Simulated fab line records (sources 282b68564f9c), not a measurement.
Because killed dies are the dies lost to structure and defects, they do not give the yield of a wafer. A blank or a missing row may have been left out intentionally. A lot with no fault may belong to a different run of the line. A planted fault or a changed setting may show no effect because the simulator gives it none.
A single fault, viewed from 2 desks :: flow rit cmos :: every desk sees just its own numbers, and what lay behind them comes last

## TOOL OWNER'S DESK, litho track-02
The tool's own readings at RIT_ACTIVE_COAT_06 (resist thk 1000 nm): means of the sampled wafers that have a number, for each lot that ran on this tool. If a lot's mean is further than 4 standard deviations from the usual mean, the lot is out of limits and carries the mark OUT (the distance appears in the brackets).
Columns: A = resist line temp C at RIT_ACTIVE_COAT_06, usual 23.01 C; B = spin speed rpm at RIT_ACTIVE_COAT_06, usual 3249.7 rpm
lot: L843
first seen here: day 3 18:34
A: 23.15
B: 3249.3

lot: L851
first seen here: day 5 08:50
A: 23.02
B: 3522.1 (+97) OUT

lot: L852
first seen here: day 5 13:35
A: 23.09
B: 3527.1 (+99 or more) OUT

lot: L853
first seen here: day 5 18:01
A: 22.97
B: 3524.5 (+98) OUT
This desk's verdict: out of limits on L851, L852, L853, starting with L851 at day 5 08:50 (spin speed rpm at RIT_ACTIVE_COAT_06). Within limits: L843.

## THE METROLOGY DESK
Means of the sampled wafers that have a number, per lot and without regard to the tool the lot ran on: this is what the gauges read. If a lot's mean is further than 4 standard deviations from the usual mean, the lot is out of limits and carries the mark OUT (the distance appears in the brackets).
Columns: A = INCOMING_BOW at RIT_ACTIVE_BOW_MEAS_00, usual 1 um; B = ACTIVE_OXIDE_THK at RIT_ACTIVE_THK_MEAS_02, usual 48.8 nm; C = ACTIVE_NITRIDE_THK at RIT_ACTIVE_THK_MEAS_04, usual 148.2 nm; D = cd nm at RIT_ACTIVE_CD_MEAS_11, usual 1400.1 nm
lot: L843
first seen here: day 3 12:00
A: 1
B: 48.8
C: 149.7
D: 1399.6

lot: L848
first seen here: day 4 13:00
A: 7
B: 49.2
C: 147.8
D: 1399.8

lot: L851
first seen here: day 5 04:02
A: 1
B: 49.6
C: 147.5
D: 1394.1

lot: L852
first seen here: day 5 09:04
A: 4
B: 49.4
C: 147.8
D: 1398.3

lot: L853
first seen here: day 5 14:01
A: 1
B: 48.1
C: 146.1
D: 1397.7

lot: L854
first seen here: day 5 19:00
A: 3
B: 50.3
C: 147.9
D: 1397.7

lot: L856
first seen here: day 6 05:04
A: -1
B: 48.9
C: 147.9
D: 1399.0
This desk's finding: nothing out of limits on any of the 7 lots.

## TAKEN TOGETHER
The tool owner's desk had the chance to raise an alarm at day 5 08:50 on L851, L852, L853.
Nothing out of limits was seen by the metrology desk.
The metrology desk has L851, L852, L853 on record, within its limits.
On litho track-02, each named lot ran RIT_ACTIVE_COAT_06.

## WHAT THE SIMULATOR HAD INSERTED
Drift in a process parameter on litho track-02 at RIT_ACTIVE_COAT_06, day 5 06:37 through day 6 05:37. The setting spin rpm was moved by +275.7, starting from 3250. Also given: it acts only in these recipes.
Shown lots that were struck: L851, L852, L853.
How many hours passed from the start of the fault until each desk's first out-of-limits reading: the tool owner's desk, 2.
